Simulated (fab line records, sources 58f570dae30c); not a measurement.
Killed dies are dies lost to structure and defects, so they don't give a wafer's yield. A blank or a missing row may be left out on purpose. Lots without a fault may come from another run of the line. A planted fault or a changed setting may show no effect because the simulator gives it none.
Chamber matching | flow berkeley_cmos170 | UCB170_SPACER_CVD_00 on pecvd-01: 3 sister chambers
The step deposits SiO2 from TEOS/O2, target thk 376 nm, time 47 s. 6 wafers are shown with their chamber, then 7 later ones without.

WAFERS WITH THEIR CHAMBER
wafer  | chamber | heater_power_w (W)
L585.6 | 2       | 272
L590.2 | 0       | 351
L590.3 | 1       | 258
L590.6 | 0       | 360
L594.2 | 2       | 279
L594.4 | 1       | 308

WAFERS WITHOUT THEIR CHAMBER
wafer  | heater_power_w (W)
L594.6 | 337
L595.2 | 211
L595.3 | 250
L595.6 | 349
L597.2 | 284
L597.5 | 267
L597.6 | 349

WHICH CHAMBER EACH WENT THROUGH
wafer  | from the rows above     | in truth
L594.6 | can't be placed: 0 or 1 | 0
L595.2 | can't be placed: 2 or 1 | 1
L595.3 | can't be placed: 2 or 1 | 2
L595.6 | 0                       | 0
L597.2 | can't be placed: 1 or 2 | 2
L597.5 | can't be placed: 2 or 1 | 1
L597.6 | 0                       | 0
Placed correctly: 2 of 7. Can't be placed from these rows: 5 (the true chamber is among the candidates in 5). Placed wrongly: 0.
How it was worked out, from the rows above alone: a wafer's distance from a chamber is the root of the sum, over the readings, of the square of ((its reading less the chamber's mean) divided by the reading's scatter). The wafer belongs to the nearest chamber; if the next one is less than 2 further off, it can't be placed. A chamber's mean is the mean of its shown wafers. The scatter: the root of (the sum of the squares of (reading less its chamber's mean) over the shown wafers, divided by (wafers less chambers)).
